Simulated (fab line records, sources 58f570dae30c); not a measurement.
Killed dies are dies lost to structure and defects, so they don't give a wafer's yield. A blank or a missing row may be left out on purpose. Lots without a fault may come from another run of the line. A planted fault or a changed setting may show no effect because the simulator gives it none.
Which tool did it? | flow berkeley_cmos170 | 14 lots, 42 wafers sampled, at 3 steps of a route of 331

WHAT THE GAUGES READ, wafer by wafer
UCB170_CONTACT_CD_MEAS_90: target cd 700 nm.
lot  | measured     | on        | cd_nm (nm)
L690 | day 7 17:47  | cd_sem-02 | 700.7 702.8 700.4
L688 | day 7 17:56  | cd_sem-02 | 698.5 700.1 698.4
L689 | day 7 20:43  | cd_sem-01 | 698.0 701.6 699.5
L691 | day 8 05:19  | cd_sem-01 | 698.8 698.8 699.0
L694 | day 9 10:25  | cd_sem-02 | 698.0 699.3 700.6
L697 | day 9 11:50  | cd_sem-02 | 698.5 695.1 697.7
L699 | day 10 19:18 | cd_sem-02 | 700.8 703.0 703.1
L703 | day 11 11:32 | cd_sem-02 | 697.8 698.4 698.3
L702 | day 11 12:01 | cd_sem-01 | 700.5 697.9 699.7
L706 | day 11 22:20 | cd_sem-01 | 700.0 700.2 701.3
L705 | day 11 22:34 | cd_sem-02 | 698.5 698.2 698.7
L707 | day 12 08:07 | cd_sem-01 | 702.0 699.8 698.8
L708 | day 12 09:09 | cd_sem-01 | 701.4 703.8 701.4
L709 | day 13 04:35 | cd_sem-02 | 701.2 702.3 702.2

UCB170_V2_OVL_MEAS_13.
lot  | measured     | on         | V2_OVL (nm)
L690 | day 8 07:10  | overlay-02 | 2 1 0
L688 | day 8 07:51  | overlay-02 | -9 -21 -8
L689 | day 8 12:25  | overlay-02 | -2 -1 -1
L691 | day 8 16:48  | overlay-02 | 0 -3 3
L694 | day 9 22:44  | overlay-02 | -2 -3 -5
L697 | day 10 00:57 | overlay-01 | -9 -6 -6
L699 | day 11 10:05 | overlay-01 | -4 -6 -2
L703 | day 12 00:55 | overlay-02 | 5 -4 -3
L702 | day 12 02:14 | overlay-02 | -9 -15 -5
L706 | day 12 10:47 | overlay-01 | -1 -6 -3
L705 | day 12 11:06 | overlay-01 | 8 4 2
L707 | day 12 18:51 | overlay-01 | 7 11 5
L708 | day 12 20:16 | overlay-02 | -8 -6 -12
L709 | day 13 19:40 | overlay-02 | -5 1 2

WHICH TOOL RAN EACH LOT (tool, then ch and the chambers of the sampled wafers, then the start)
lot  | UCB170_CONTACT_ETCH_17
L690 | rie_diel-02 ch 0,1,3, day 7 17:26
L688 | rie_diel-04 ch 1,2, day 7 17:40
L689 | rie_diel-02 ch 1,2,3, day 7 20:24
L691 | rie_diel-04 ch 2,3, day 8 05:04
L694 | rie_diel-02 ch 1,2, day 9 10:09
L697 | rie_diel-04 ch 0,1, day 9 11:32
L699 | rie_diel-03 ch 0,1,2, day 10 18:58
L703 | rie_diel-02 ch 1,2, day 11 11:16
L702 | rie_diel-04 ch 0,1,3, day 11 11:44
L706 | rie_diel-03 ch 1,2, day 11 22:04
L705 | rie_diel-02 ch 1,2, day 11 22:18
L707 | rie_diel-03 ch 1,2,3, day 12 07:51
L708 | rie_diel-02 ch 1,2,3, day 12 08:53
L709 | rie_diel-03 ch 1,2,3, day 13 04:19
- UCB170_CONTACT_ETCH_17: etches BARC in N2/H2.

WHAT THE TOOLS THEMSELVES READ (means of the sampled wafers that have a number; where no wafer has one, the mark that the record gives instead)
UCB170_CONTACT_ETCH_17.
lot  | tool        | chamber_pressure_mTorr (mTorr) | drypump_motor_current_A (A) | oes_product_au (a.u.) | throttle_valve_pct (%)
L690 | rie_diel-02 | 29.992                         | 5.5                         | 1.002                 | 13.21
L688 | rie_diel-04 | 30.002                         | 6.0                         | 1.004                 | 13.29
L689 | rie_diel-02 | 30.001                         | 5.6                         | 0.983                 | 13.36
L691 | rie_diel-04 | 30.029                         | 6.1                         | 0.992                 | 13.26
L694 | rie_diel-02 | 29.978                         | 5.9                         | 0.970                 | 13.51
L697 | rie_diel-04 | 29.993                         | 6.3                         | 1.026                 | 13.32
L699 | rie_diel-03 | 30.010                         | 6.1                         | 0.992                 | 13.30
L703 | rie_diel-02 | 30.014                         | 5.7                         | 0.989                 | 13.49
L702 | rie_diel-04 | 29.985                         | 6.2                         | 1.008                 | 13.31
L706 | rie_diel-03 | 29.989                         | 6.2                         | 0.999                 | 13.37
L705 | rie_diel-02 | 30.008                         | 5.7                         | 0.983                 | 13.48
L707 | rie_diel-03 | 29.994                         | 5.9                         | 0.998                 | 13.41
L708 | rie_diel-02 | 29.993                         | 5.6                         | 0.988                 | 13.36
L709 | rie_diel-03 | 29.994                         | 5.9                         | 0.982                 | 13.43

THE ANSWER, worked out from the rows above alone
Rule: what is usual is taken from the lots themselves. Put in order of their means at a reading, lots are off if they are a third of the lots or fewer, leave a main group of 4 or more, and stand apart from it by a gap of 3 or more times the standard deviation of the main group's means; of several such gaps the widest counts. A main group whose means are all the same, to the digits that the tables above print for the reading, isn't used. A lot without any number at a reading at which 4 lots or more have one is off too. The other lots that the step has rows for count as sound. The gauges are gone through in route order, then the tools' own readings, and for those a lot's mean is taken as printed above. The first step at which some lot is off is used, and at that step the reading that is off furthest; a lot without a number counts as furthest.
No lot is off at any reading shown: from this, nothing can be told.

WHAT THE SIMULATOR HAD PUT IN
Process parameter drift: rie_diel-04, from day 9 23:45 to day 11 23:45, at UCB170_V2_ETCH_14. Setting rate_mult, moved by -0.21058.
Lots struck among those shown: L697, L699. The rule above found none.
